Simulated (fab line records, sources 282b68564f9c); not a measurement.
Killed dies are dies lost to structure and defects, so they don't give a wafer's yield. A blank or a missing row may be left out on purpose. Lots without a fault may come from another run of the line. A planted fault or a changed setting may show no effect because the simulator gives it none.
fab line records | flow rit_cmos
record lots=14 wafers=42 last_day=19
route steps=202 shown SDANNEAL@156 SILICIDE@167 CONTACT@181 M1@184
lots that met no fault: from a run of the same line without faults
start_h: hours from the record's first day to the start of the lot's first wafer shown | wait_h: hours since the lot's step before | " the same as in the row above | L1.1+2: a row that stands for several wafers | - no value, or no start given | * or withheld: withheld | < > ~ a bound
route shown NAME@n: a module of which the file shows steps, and the number in the route of the first | usual: mean/standard deviation of fault-free wafers | same: alike in all rows | chamber/n: place in a boat | sites: the reading at each site | _std_site: their standard deviation | _edge_site: outer sites' mean less inner sites' | radius_mm: how far each site lies from the wafer's centre | mask NAME#n: copy n | behind: the tool/chamber that last shaped the wafer | hold: why the lot was held/for how many hours/how that ended | device: the transistor (n, p or np) that didn't switch | end of line: the same wafers' tests at the end of the route | a step without rows: its recipe alone | killed: dies lost to structure and defects at the first sort, not the wafer's yield | map: a wafer's dies, x killed, . not, _ none there
set.NAME: the setting as run; set.NAME@STEP: as run at that earlier step | model.NAME: the simulator's own value behind a step, which no gauge read
steps of the route over a sample of lots; a table a step, a row a wafer
services: from which hour (start_h, from the record's first day; less than 0 if before it) a tool's chamber was out of use, for how many hours, and why
## steps
# step RIT_SDANNEAL_RTA_03
# recipe temp_c=1050 time_s=5 idle_temp_c=600 ramp_up_c_per_s=342 ramp_down_c_per_s=171 cool_to_c=600 ambient=N2
# usual wafer_temp_C_max=1053.6/1.2
# columns lot.wafer tool chamber start_h wait_h wafer_temp_C_max
L302.1 rtp_anneal-01 0 50.97 0.0 1052.0
L302.2 " 0 " " 1053.4
L302.5 " 0 " " 1052.5
L303.1 rtp_anneal-02 0 54.42 0.0 1053.2
L303.3 " 0 " " 1054.4
L303.4 " 0 " " 1052.2
L304.2 rtp_anneal-01 0 67.46 0.0 1052.6
L304.4 " 0 " " 1053.6
L304.6 " 0 " " 1053.1
L305.1 rtp_anneal-02 0 73.80 0.0 1055.1
L305.2 " 0 " " 1053.5
L305.6 " 0 " " 1052.7
L306.1 rtp_anneal-01 0 80.60 0.0 1054.0
L306.2 " 0 " " 1053.3
L306.5 " 0 " " 1053.8
L307.1 rtp_anneal-02 0 82.16 0.0 1053.7
L307.4 " 0 " " 1053.9
L307.5 " 0 " " 1051.8
L310.1 rtp_anneal-01 0 95.81 0.0 1055.8
L310.4 " 0 " " 1055.0
L310.5 " 0 " " 1054.0
L311.1 rtp_anneal-02 0 110.68 0.0 1053.7
L311.2 " 0 " " 1053.3
L311.4 " 0 " " 1054.5
L317.2 rtp_anneal-02 0 133.14 0.0 1054.1
L317.4 " 0 " " 1053.6
L317.6 " 0 " " 1052.9
L319.1 rtp_anneal-02 0 141.29 0.0 1053.3
L319.2 " 0 " " 1054.0
L319.3 " 0 " " 1051.8
L321.1 rtp_anneal-02 0 149.37 0.0 1052.7
L321.3 " 0 " " 1053.5
L321.6 " 0 " " 1055.1
L322.4 rtp_anneal-01 0 155.61 0.1 1054.5
L322.5 " 0 " " 1053.2
L322.6 " 0 " " 1052.2
L325.2 rtp_anneal-01 0 165.95 0.0 1052.7
L325.5 " 0 " " 1053.6
L325.6 " 0 " " 1055.5
L324.2 rtp_anneal-01 0 441.93 0.0 1053.7
L324.4 " 0 " " 1052.8
L324.5 " 0 " " 1054.2
# step RIT_SILICIDE_RTA_06
# recipe temp_c=750 time_s=10 idle_temp_c=25 ramp_up_s=5 ramp_down_s=10 cool_to_c=25 ambient=N2
# usual wafer_temp_C_max=755.3/1.1
# columns lot.wafer tool chamber start_h wait_h wafer_temp_C_max
L302.1 rtp_anneal-01 0 52.00 0.0 755.3
L302.2 " 0 " " 756.7
L302.5 " 0 " " 754.5
L303.1 rtp_anneal-02 0 55.42 0.0 755.8
L303.3 " 0 " " 755.1
L303.4 " 0 " " 756.0
L304.2 rtp_anneal-01 0 68.45 0.0 754.2
L304.4 " 0 " " 754.6
L304.6 " 0 " " 754.8
L305.1 rtp_anneal-02 0 74.79 0.0 755.2
L305.2 " 0 " " 754.9
L305.6 " 0 " " 755.4
L306.1 rtp_anneal-01 0 81.59 0.0 756.3
L306.2 " 0 " " 755.6
L306.5 " 0 " " 755.1
L307.1 rtp_anneal-02 0 83.15 0.0 755.6
L307.4 " 0 " " 755.5
L307.5 " 0 " " 755.4
L310.1 rtp_anneal-01 0 96.87 0.0 756.5
L310.4 " 0 " " 754.8
L310.5 " 0 " " 757.2
L311.1 rtp_anneal-01 0 111.68 0.0 754.6
L311.2 " 0 " " 755.8
L311.4 " 0 " " 756.4
L317.2 rtp_anneal-02 0 134.14 0.0 755.8
L317.4 " 0 " " 754.0
L317.6 " 0 " " 756.7
L319.1 rtp_anneal-02 0 142.28 0.0 756.0
L319.2 " 0 " " 754.1
L319.3 " 0 " " 756.2
L321.1 rtp_anneal-02 0 150.42 0.0 755.0
L321.3 " 0 " " 755.2
L321.6 " 0 " " 755.1
L322.4 rtp_anneal-01 0 156.67 0.1 756.7
L322.5 " 0 " " 755.8
L322.6 " 0 " " 754.9
L325.2 rtp_anneal-01 0 167.00 0.0 754.2
L325.5 " 0 " " 756.3
L325.6 " 0 " " 755.1
L324.2 rtp_anneal-01 0 442.93 0.0 754.7
L324.4 " 0 " " 754.0
L324.5 " 0 " " 755.0
# step RIT_CONTACT_CD_MEAS_90
# recipe target_cd_nm=1000
# usual cd_nm=1000.4/2.5
# columns lot.wafer tool chamber start_h wait_h cd_nm
L302.1 cd_sem-01 - 53.94 0.1 1000.6
L302.2 " - " " 1001.3
L302.5 " - " " 999.8
L303.1 cd_sem-01 - 57.36 0.1 998.9
L303.3 " - " " 998.8
L303.4 " - " " 998.2
L304.2 cd_sem-01 - 70.40 0.1 997.6
L304.4 " - " " 995.8
L304.6 " - " " 996.2
L305.1 cd_sem-01 - 76.79 0.1 996.7
L305.2 " - " " 995.7
L305.6 " - " " 1000.5
L306.1 cd_sem-01 - 83.53 0.1 1001.4
L306.2 " - " " 1000.6
L306.5 " - " " 999.9
L307.1 cd_sem-01 - 85.16 0.1 999.8
L307.4 " - " " 998.9
L307.5 " - " " 1000.3
L310.1 cd_sem-02 - 98.81 0.1 995.0
L310.4 " - " " 999.4
L310.5 " - " " 997.6
L311.1 cd_sem-01 - 113.63 0.1 1002.6
L311.2 " - " " 1001.1
L311.4 " - " " 1005.0
L317.2 cd_sem-01 - 136.12 0.2 1001.9
L317.4 " - " " 999.5
L317.6 " - " " 999.5
L319.1 cd_sem-01 - 144.23 0.1 996.8
L319.2 " - " " 996.3
L319.3 " - " " 997.7
L321.1 cd_sem-02 - 152.24 0.1 997.8
L321.3 " - " " 997.9
L321.6 " - " " 998.1
L322.4 cd_sem-01 - 158.68 0.1 1005.0
L322.5 " - " " 1003.7
L322.6 " - " " 1004.2
L325.2 cd_sem-02 - 168.91 0.1 1001.9
L325.5 " - " " 998.6
L325.6 " - " " 1001.8
L324.2 cd_sem-02 - 445.24 0.1 1000.2
L324.4 " - " " 1003.2
L324.5 " - " " 999.7
# step RIT_M1_SPUTTER_00
# recipe material=Al target_thk_nm=400 power_w=2000 chamber_pressure_pa=0.4 gas=Ar time_s=500 substrate_temp_c=25
# usual cathode_dc_power_W=2000.0/0.4 chamber_pressure_pa=0.3999/0.00088 throttle_valve_pct=29.9/0.93
# columns lot.wafer tool chamber start_h wait_h cathode_dc_power_W chamber_pressure_pa throttle_valve_pct
L302.1 pvd_sputter-01 - 54.59 0.0 1999.9 0.4004 28.4
L302.2 " - " " 2000.1 0.4009 29.8
L302.5 " - " " 2000.4 0.3997 29.9
L303.1 pvd_sputter-02 - 58.01 0.0 2000.6 0.4001 28.9
L303.3 " - " " 1999.7 0.3986 30.9
L303.4 " - " " 2000.0 0.4008 30.8
L304.2 pvd_sputter-03 - 70.85 0.0 1999.8 0.4002 28.7
L304.4 " - " " 2000.0 0.3983 29.4
L304.6 " - " " 2000.4 0.4000 29.4
L305.1 pvd_sputter-02 - 77.26 0.0 2000.0 0.4002 30.7
L305.2 " - " " 2000.0 0.4002 30.9
L305.6 " - " " 2000.7 0.4001 31.0
L306.1 pvd_sputter-02 - 84.00 0.0 2000.4 0.3994 29.3
L306.2 " - " " 2000.0 0.4008 31.1
L306.5 " - " " 1999.6 0.3987 28.7
L307.1 pvd_sputter-03 - 85.63 0.0 2000.1 0.3998 29.5
L307.4 " - " " 1999.8 0.3982 29.0
L307.5 " - " " 2000.5 0.3992 29.0
L310.1 pvd_sputter-02 - 99.30 0.0 1999.4 0.4013 30.8
L310.4 " - " " 2148.0 0.4008 29.0
L310.5 " - " " 2000.2 0.4012 31.0
L311.1 pvd_sputter-02 - 114.30 0.0 1999.9 0.4000 30.7
L311.2 " - " " 2000.0 0.3995 30.9
L311.4 " - " " 2148.6 0.3987 29.1
L317.2 pvd_sputter-01 - 136.59 0.0 2000.1 0.3999 28.7
L317.4 " - " " 1999.9 0.4002 29.8
L317.6 " - " " 1999.6 0.3995 30.0
L319.1 pvd_sputter-03 - 144.70 0.0 1999.8 0.3997 31.3
L319.2 " - " " 2000.8 0.4001 28.6
L319.3 " - " " 2001.1 0.3993 29.4
L321.1 pvd_sputter-01 - 152.71 0.0 1999.4 0.4008 29.7
L321.3 " - " " 2000.5 0.3998 28.9
L321.6 " - " " 2000.4 0.4006 28.9
L322.4 pvd_sputter-01 - 159.11 0.0 2000.0 0.3990 29.9
L322.5 " - " " 1998.9 0.3993 29.9
L322.6 " - " " 2000.1 0.4006 30.1
L325.2 pvd_sputter-01 - 169.38 0.0 1999.8 0.3990 30.0
L325.5 " - " " 1999.7 0.3977 29.8
L325.6 " - " " 2000.0 0.4007 28.8
L324.2 pvd_sputter-02 - 445.71 0.0 2000.0 0.4010 30.7
L324.4 " - " " 2000.6 0.4004 30.9
L324.5 " - " " 2000.0 0.3998 30.6
# step RIT_M1_RS_MEAS_01
# recipe thk_meas_gauge=four-point-probe reads=Al_of_M1_SPUTTER_00
# usual M1_AL_RS=0.0738/0.00088
# columns lot.wafer tool chamber start_h wait_h hold M1_AL_RS[ohm/sq]
L302.1 film_metro-04 - 54.88 0.1 - 0.0744
L302.2 " - " " - 0.0728
L302.5 " - " " - 0.0735
L303.1 film_metro-04 - 58.30 0.1 - 0.0732
L303.3 " - " " - 0.0746
L303.4 " - " " - 0.0732
L304.2 film_metro-04 - 71.17 0.2 - 0.0721
L304.4 " - " " - 0.0718
L304.6 " - " " - 0.0721
L305.1 film_metro-01 - 77.56 0.1 - 0.0735
L305.2 " - " " - 0.0736
L305.6 " - " " - 0.0741
L306.1 film_metro-01 - 84.30 0.1 - 0.0738
L306.2 " - " " - 0.0751
L306.5 " - " " - 0.0741
L307.1 film_metro-04 - 85.92 0.1 - 0.0726
L307.4 " - " " - 0.0739
L307.5 " - " " - 0.0735
L310.1 film_metro-01 - 99.59 0.1 await_dispo/0.2h/release 0.0739
L310.4 " - " " await_dispo/0.2h/release 0.0676
L310.5 " - " " await_dispo/0.2h/release 0.0746
L310.1 film_metro-01 - 99.88 0.3 - 0.0740
L310.4 " - " " - 0.0679
L310.5 " - " " - 0.0748
L311.1 film_metro-01 - 114.60 0.1 await_dispo/0.2h/release 0.0728
L311.2 " - " " await_dispo/0.2h/release 0.0735
L311.4 " - " " await_dispo/0.2h/release 0.0674
L311.1 film_metro-01 - 114.88 0.3 - 0.0728
L311.2 " - " " - 0.0737
L311.4 " - " " - 0.0676
L317.2 film_metro-04 - 136.90 0.2 - 0.0741
L317.4 " - " " - 0.0737
L317.6 " - " " - 0.0752
L319.1 film_metro-03 - 144.99 0.1 - 0.0740
L319.2 " - " " - 0.0744
L319.3 " - " " - 0.0729
L321.1 film_metro-04 - 153.01 0.1 - 0.0725
L321.3 " - " " - 0.0725
L321.6 " - " " - 0.0726
L322.4 film_metro-04 - 159.47 0.2 - 0.0751
L322.5 " - " " - 0.0737
L322.6 " - " " - 0.0755
L325.2 film_metro-03 - 169.69 0.2 - 0.0748
L325.5 " - " " - 0.0755
L325.6 " - " " - 0.0736
L324.2 film_metro-04 - 446.02 0.2 - 0.0752
L324.4 " - " " - 0.0737
L324.5 " - " " - 0.0752
# step RIT_M1_THK_MEAS_02
# recipe thk_meas_gauge=xrf reads=Al_of_M1_SPUTTER_00
# usual M1_AL_THK=391/4.8
# columns lot.wafer tool chamber start_h wait_h hold M1_AL_THK[nm]
L302.1 film_metro-04 - 55.00 0.1 - 389
L302.2 " - " " - 393
L302.5 " - " " - 393
L303.1 film_metro-04 - 58.42 0.1 - 394
L303.3 " - " " - 388
L303.4 " - " " - 395
L304.2 film_metro-04 - 71.28 0.1 - 400
L304.4 " - " " - 401
L304.6 " - " " - 401
L305.1 film_metro-01 - 77.68 0.1 - 389
L305.2 " - " " - 389
L305.6 " - " " - 390
L306.1 film_metro-01 - 84.42 0.1 - 387
L306.2 " - " " - 385
L306.5 " - " " - 389
L307.1 film_metro-04 - 86.04 0.1 - 397
L307.4 " - " " - 391
L307.5 " - " " - 394
L310.1 film_metro-01 - 107.18 7.3 await_dispo/0.2h/release 389
L310.4 " - " " await_dispo/0.2h/release 421
L310.5 " - " " await_dispo/0.2h/release 382
L310.1 film_metro-01 - 107.41 0.2 - 388
L310.4 " - " " - 420
L310.5 " - " " - 381
L311.1 film_metro-01 - 119.31 4.4 await_dispo/0.2h/release 393
L311.2 " - " " await_dispo/0.2h/release 389
L311.4 " - " " await_dispo/0.2h/release 421
L311.1 film_metro-01 - 119.53 0.2 - 391
L311.2 " - " " - 385
L311.4 " - " " - 422
L317.2 film_metro-04 - 137.01 0.1 - 393
L317.4 " - " " - 391
L317.6 " - " " - 384
L319.1 film_metro-03 - 145.11 0.1 - 394
L319.2 " - " " - 391
L319.3 " - " " - 397
L321.1 film_metro-04 - 153.13 0.1 - 400
L321.3 " - " " - 401
L321.6 " - " " - 396
L322.4 film_metro-04 - 159.56 0.1 - 386
L322.5 " - " " - 393
L322.6 " - " " - 384
L325.2 film_metro-03 - 169.80 0.1 - 388
L325.5 " - " " - 387
L325.6 " - " " - 392
L324.2 film_metro-04 - 446.13 0.1 - 385
L324.4 " - " " - 392
L324.5 " - " " - 384
# step RIT_M1_PROBE_99
# usual defect_limited_yield=97.5/1.2 killed_at_contacts=0.1/0.27 killed_at_front_end=6/3 killed_dies=7/3 killed_open=3.1/2 killed_short=3.4/2 sort_bin_3_pad_short=0.1/0.23 sort_bin_5_function=1.4/0.76 sort_bin_6_memory=0.9/0.63 sort_n_pass=257/3 sort_yield_pct=97.5/1.2
# same gross_dies=264 killed_at_M0_to_M3=0 killed_at_M4_up=0 killed_at_back_side=0 killed_at_other=0
# columns lot.wafer tool chamber start_h wait_h hold defect_limited_yield[%] killed_at_contacts killed_at_front_end killed_dies killed_open killed_short sort_bin_3_pad_short[%] sort_bin_5_function[%] sort_bin_6_memory[%] sort_n_pass sort_yield_pct[%]
L302.1 prober-01 - 58.68 0.1 - 95.8 1 10 11 5 6 0.4 2.3 1.5 253 95.8
L302.2 prober-01 - 58.73 0.1 - 97.7 0 6 6 5 1 0 1.5 0.8 258 97.7
L302.5 prober-01 - 58.88 0.2 - 96.6 1 8 9 6 3 0 2.7 0.8 255 96.6
L303.1 prober-02 - 62.15 0.1 - 96.2 0 10 10 5 5 0 3.0 0.8 254 96.2
L303.3 prober-02 - 62.25 0.2 - 98.9 0 3 3 1 2 0 0.8 0.4 261 98.9
L303.4 prober-02 - 62.30 0.2 - 97.7 0 6 6 3 3 0 1.5 0.8 258 97.7
L304.2 prober-01 - 75.06 0.1 - 97.7 0 6 6 4 2 0.4 0.8 1.1 258 97.7
L304.4 prober-01 - 75.16 0.2 - 97.0 1 7 8 2 6 0.8 1.5 0.8 256 97.0
L304.6 prober-01 - 75.26 0.2 - 97.7 0 6 6 3 3 0.4 1.5 0.4 258 97.7
L305.1 prober-02 - 81.44 0.1 - 97.7 0 6 6 5 1 0 0.8 1.5 258 97.7
L305.2 prober-02 - 81.49 0.1 - 95.5 0 12 12 4 8 0 3.8 0.8 252 95.5
L305.6 prober-02 - 81.69 0.2 - 98.5 0 4 4 1 3 0 0.4 1.1 260 98.5
L306.1 prober-01 - 88.14 0.1 - 97.0 0 8 8 6 2 0 0.8 2.3 256 97.0
L306.2 prober-01 - 88.19 0.1 - 98.5 0 4 4 2 2 0 0.8 0.8 260 98.5
L306.5 prober-01 - 88.34 0.2 - 98.1 0 5 5 2 3 0 0.8 1.1 259 98.1
L307.1 prober-02 - 89.64 0.1 - 98.5 0 4 4 0 4 0 0.8 0.8 260 98.5
L307.4 prober-02 - 89.79 0.2 - 98.1 0 5 5 3 2 0 1.5 0.4 259 98.1
L307.5 prober-02 - 89.84 0.2 - 97.7 0 6 6 2 4 0 1.9 0.4 258 97.7
L310.1 prober-01 - 115.34 2.8 await_dispo/2.7h/release 97.3 0 7 7 4 3 0 1.5 1.1 257 97.3
L310.4 prober-01 - 115.49 2.9 await_dispo/2.7h/release 97.0 0 8 8 3 5 0 1.9 1.1 256 97.0
L310.5 prober-01 - 115.54 3.0 await_dispo/2.7h/release 97.0 0 8 8 3 5 0.4 1.5 1.1 256 97.0
L311.1 prober-02 - 133.76 5.6 await_dispo/5.5h/release 99.2 0 2 2 1 1 0 0.4 0.4 262 99.2
L311.2 prober-02 - 133.81 5.6 await_dispo/5.5h/release 98.1 0 5 5 3 2 0 0.8 1.1 259 98.1
L311.4 prober-02 - 133.91 5.7 await_dispo/5.5h/release 98.1 0 5 5 1 4 0 1.1 0.8 259 98.1
L317.2 prober-02 - 140.76 0.1 - 95.5 0 12 12 7 5 0 1.9 2.7 252 95.5
L317.4 prober-02 - 140.86 0.2 - 97.0 0 8 8 4 4 0.4 1.9 0.8 256 97.0
L317.6 prober-02 - 140.96 0.2 - 97.7 0 6 6 4 2 0 1.1 1.1 258 97.7
L319.1 prober-01 - 148.85 0.1 - 96.6 0 9 9 6 3 0 1.5 1.9 255 96.6
L319.2 prober-01 - 148.90 0.1 - 96.6 0 9 9 4 5 0.4 1.5 1.5 255 96.6
L319.3 prober-01 - 148.95 0.2 - 96.2 0 10 10 3 7 0 2.7 1.1 254 96.2
L321.1 prober-02 - 156.88 0.1 - 98.1 0 5 5 4 1 0 1.1 0.8 259 98.1
L321.3 prober-02 - 156.98 0.2 - 98.5 0 4 4 2 2 0 1.1 0.4 260 98.5
L321.6 prober-02 - 157.13 0.2 - 97.0 0 8 8 4 4 0 1.5 1.5 256 97.0
L322.4 prober-01 - 163.41 0.2 - 98.1 0 5 5 4 1 0 1.9 0 259 98.1
L322.5 prober-01 - 163.46 0.2 - 96.2 0 10 10 6 4 0.4 2.3 1.1 254 96.2
L322.6 prober-01 - 163.51 0.2 - 96.6 0 9 9 5 4 0 1.5 1.9 255 96.6
L325.2 prober-01 - 173.56 0.1 - 95.8 0 11 11 7 4 0 3.0 1.1 253 95.8
L325.5 prober-01 - 173.71 0.2 - 98.1 0 5 5 3 2 0 0.8 1.1 259 98.1
L325.6 prober-01 - 173.76 0.2 - 97.0 0 8 8 4 4 0 1.1 1.9 256 97.0
L324.2 prober-01 - 450.05 0.1 - 95.8 0 11 11 6 5 0.4 2.7 1.1 253 95.8
L324.4 prober-01 - 450.15 0.2 - 97.7 0 6 6 3 3 0 1.5 0.8 258 97.7
L324.5 prober-01 - 450.20 0.2 - 96.6 0 9 9 4 5 0 1.9 1.5 255 96.6
# killed by level:class
L302.1 GATE:geometric_particle:short=4 GATE:geometric_particle:open=2 SPACER:geometric_particle:open=2 FOX2:geometric_particle:short=1 SILICIDE:geometric_particle:short=1 CONTACT:geometric_particle:open=1
L302.2 GATE:geometric_particle:open=3 FOX1:geometric_particle:short=1 FOX1:geometric_particle:open=1 FOX2:geometric_particle:open=1
L302.5 FOX2:geometric_particle:open=2 GATE:geometric_particle:short=2 GATE:geometric_particle:open=2 FOX1:geometric_particle:open=1 SPACER:geometric_particle:short=1 CONTACT:geometric_particle:open=1
L303.1 FOX1:geometric_particle:short=2 FOX1:geometric_particle:open=2 FOX2:geometric_particle:open=1 GATE:geometric_particle:short=1 GATE:geometric_particle:open=1 SPACER:geometric_particle:open=1 SPACER:geometric_particle:short=1 SILICIDE:geometric_particle:short=1
L303.3 FOX1:geometric_particle:open=1 GATE:geometric_particle:short=1 SILICIDE:geometric_particle:short=1
L303.4 FOX1:geometric_particle:open=2 FOX1:geometric_particle:short=1 GATE:geometric_particle:short=1 GATE:geometric_particle:open=1 SILICIDE:geometric_particle:short=1
L304.2 GATE:geometric_particle:open=2 FOX1:geometric_particle:open=1 REOX:geometric_particle:short=1 SPACER:geometric_particle:short=1 SILICIDE:geometric_particle:open=1
L304.4 REOX:geometric_particle:short=3 SPACER:geometric_particle:short=2 CONTACT:geometric_particle:short=1 REOX:geometric_particle:open=1 SILICIDE:geometric_particle:open=1
L304.6 GATE:geometric_particle:short=2 GATE:geometric_particle:open=1 SPACER:geometric_particle:open=1 REOX:geometric_particle:open=1 SPACER:geometric_particle:short=1
L305.1 GATE:geometric_particle:open=3 GATE:geometric_particle:short=1 REOX:geometric_particle:open=1 SPACER:geometric_particle:open=1
L305.2 GATE:geometric_particle:short=6 GATE:geometric_particle:open=4 REOX:geometric_particle:short=1 SPACER:geometric_particle:short=1
L305.6 GATE:geometric_particle:short=2 FOX1:geometric_particle:open=1 SILICIDE:geometric_particle:short=1
L306.1 FOX2:geometric_particle:open=2 SPACER:geometric_particle:open=2 FOX1:geometric_particle:open=1 GATE:geometric_particle:open=1 SPACER:geometric_particle:short=1 SILICIDE:geometric_particle:short=1
L306.2 FOX2:geometric_particle:open=1 GATE:geometric_particle:short=1 SPACER:geometric_particle:short=1 SILICIDE:geometric_particle:open=1
L306.5 FOX2:geometric_particle:short=2 GATE:geometric_particle:open=1 SILICIDE:geometric_particle:open=1 SILICIDE:geometric_particle:short=1
L307.1 SILICIDE:geometric_particle:short=2 FOX2:geometric_particle:short=1 SPACER:geometric_particle:short=1
L307.4 FOX2:geometric_particle:open=1 GATE:geometric_particle:open=1 REOX:geometric_particle:short=1 SPACER:geometric_particle:open=1 SPACER:geometric_particle:short=1
L307.5 SPACER:geometric_particle:short=2 FOX1:geometric_particle:short=1 GATE:geometric_particle:short=1 REOX:geometric_particle:open=1 SPACER:geometric_particle:open=1
L310.1 GATE:geometric_particle:open=3 SPACER:geometric_particle:short=2 FOX2:geometric_particle:short=1 SPACER:geometric_particle:open=1
L310.4 FOX2:geometric_particle:short=2 SPACER:geometric_particle:short=2 FOX2:geometric_particle:open=1 GATE:geometric_particle:short=1 REOX:geometric_particle:open=1 SPACER:geometric_particle:open=1
L310.5 FOX1:geometric_particle:short=1 FOX2:geometric_particle:short=1 GATE:geometric_particle:short=1 GATE:geometric_particle:open=1 SPACER:geometric_particle:short=1 SPACER:geometric_particle:open=1 SILICIDE:geometric_particle:open=1 SILICIDE:geometric_particle:short=1
L311.1 GATE:geometric_particle:short=1 SILICIDE:geometric_particle:open=1
L311.2 GATE:geometric_particle:short=1 GATE:geometric_particle:open=1 REOX:geometric_particle:short=1 REOX:geometric_particle:open=1 SILICIDE:geometric_particle:open=1
L311.4 GATE:geometric_particle:short=4 FOX1:geometric_particle:open=1
L317.2 GATE:geometric_particle:open=3 FOX1:geometric_particle:open=2 GATE:geometric_particle:short=2 REOX:geometric_particle:short=2 FOX2:geometric_particle:open=1 REOX:geometric_particle:open=1 SPACER:geometric_particle:short=1
L317.4 GATE:geometric_particle:short=2 REOX:geometric_particle:short=2 FOX1:geometric_particle:open=1 GATE:geometric_particle:open=1 REOX:geometric_particle:open=1 SPACER:geometric_particle:open=1
L317.6 FOX1:geometric_particle:open=1 GATE:geometric_particle:open=1 GATE:geometric_particle:short=1 REOX:geometric_particle:short=1 SPACER:geometric_particle:open=1 SILICIDE:geometric_particle:open=1
L319.1 FOX1:geometric_particle:open=3 GATE:geometric_particle:short=2 FOX2:geometric_particle:short=1 GATE:geometric_particle:open=1 SPACER:geometric_particle:open=1 SILICIDE:geometric_particle:open=1
L319.2 GATE:geometric_particle:short=3 GATE:geometric_particle:open=2 FOX1:geometric_particle:short=1 REOX:geometric_particle:open=1 SPACER:geometric_particle:open=1 SILICIDE:geometric_particle:short=1
L319.3 GATE:geometric_particle:short=3 FOX1:geometric_particle:short=2 GATE:geometric_particle:open=2 FOX1:geometric_particle:open=1 FOX2:geometric_particle:short=1 REOX:geometric_particle:short=1
L321.1 FOX1:geometric_particle:open=2 REOX:geometric_particle:open=1 SPACER:geometric_particle:open=1 SILICIDE:geometric_particle:short=1
L321.3 GATE:geometric_particle:open=2 SPACER:geometric_particle:short=1 SILICIDE:geometric_particle:short=1
L321.6 SPACER:geometric_particle:open=3 FOX1:geometric_particle:short=1 GATE:geometric_particle:short=1 REOX:geometric_particle:short=1 REOX:geometric_particle:open=1 SPACER:geometric_particle:short=1
L322.4 FOX1:geometric_particle:open=1 GATE:geometric_particle:open=1 GATE:geometric_particle:short=1 REOX:geometric_particle:open=1 SILICIDE:geometric_particle:open=1
L322.5 GATE:geometric_particle:short=2 GATE:geometric_particle:open=2 REOX:geometric_particle:open=2 SILICIDE:geometric_particle:open=2 REOX:geometric_particle:short=1 SILICIDE:geometric_particle:short=1
L322.6 FOX2:geometric_particle:open=2 GATE:geometric_particle:short=2 SILICIDE:geometric_particle:open=2 FOX1:geometric_particle:short=1 FOX2:geometric_particle:short=1 GATE:geometric_particle:open=1
L325.2 GATE:geometric_particle:open=4 GATE:geometric_particle:short=3 FOX2:geometric_particle:open=1 REOX:geometric_particle:short=1 REOX:geometric_particle:open=1 SPACER:geometric_particle:open=1
L325.5 REOX:geometric_particle:short=2 FOX2:geometric_particle:open=1 GATE:geometric_particle:open=1 REOX:geometric_particle:open=1
L325.6 GATE:geometric_particle:short=2 GATE:geometric_particle:open=2 REOX:geometric_particle:open=2 REOX:geometric_particle:short=1 SILICIDE:geometric_particle:short=1
L324.2 GATE:geometric_particle:open=3 FOX2:geometric_particle:short=2 FOX2:geometric_particle:open=2 FOX1:geometric_particle:short=1 GATE:geometric_particle:short=1 SPACER:geometric_particle:short=1 SILICIDE:geometric_particle:open=1
L324.4 FOX2:geometric_particle:open=2 ACTIVE:geometric_particle:short=1 FOX1:geometric_particle:open=1 FOX1:geometric_particle:short=1 SILICIDE:geometric_particle:short=1
L324.5 GATE:geometric_particle:short=3 REOX:geometric_particle:short=2 ACTIVE:geometric_particle:open=1 FOX1:geometric_particle:open=1 REOX:geometric_particle:open=1 SPACER:geometric_particle:open=1
## services
# columns tool chamber start_h hours kind
pvd_sputter-03 - 85.99 0.6 repair
pvd_sputter-03 - 97.40 8.0 repair
pvd_sputter-01 - 105.71 5.2 repair
pvd_sputter-02 - 126.24 7.0 repair
pvd_sputter-02 - 150.76 13.1 repair
pvd_sputter-03 - 181.97 2.9 repair
rtp_anneal-02 - 283.62 3.8 pm
pvd_sputter-01 - 388.73 24.6 repair
pvd_sputter-02 - 426.57 3.6 repair
pvd_sputter-02 - 430.80 4.3 repair
pvd_sputter-01 - 443.49 2.4 repair
## key
first_sign step=RIT_M1_SPUTTER_00 reading=cathode_dc_power_W direction=up sigmas=99+ usual=2000.0 struck=2148.3
effect step=RIT_M1_RS_MEAS_01 reading=visit direction=added
effect step=RIT_M1_RS_MEAS_01 reading=M1_AL_RS direction=down sigmas=7.1 usual=0.0738 struck=0.0675
effect step=RIT_M1_THK_MEAS_02 reading=visit direction=added
effect step=RIT_M1_THK_MEAS_02 reading=M1_AL_THK direction=up sigmas=6.2 usual=391 struck=421
met_at RIT_M1_SPUTTER_00
struck_lots L310,L311
struck_wafers L310.4,L311.4
not_acting_at RIT_SDANNEAL_RTA_03,RIT_SILICIDE_RTA_06,RIT_CONTACT_CD_MEAS_90
onset_between 84.00 99.30
fault kind=process_parameter_drift tool=pvd_sputter-02 chamber=- onset_h=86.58 steps=RIT_M1_SPUTTER_00 channel=power_w offset=148.89 shape=step end_h=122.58 stated=2000 scope=struck_wafers_only
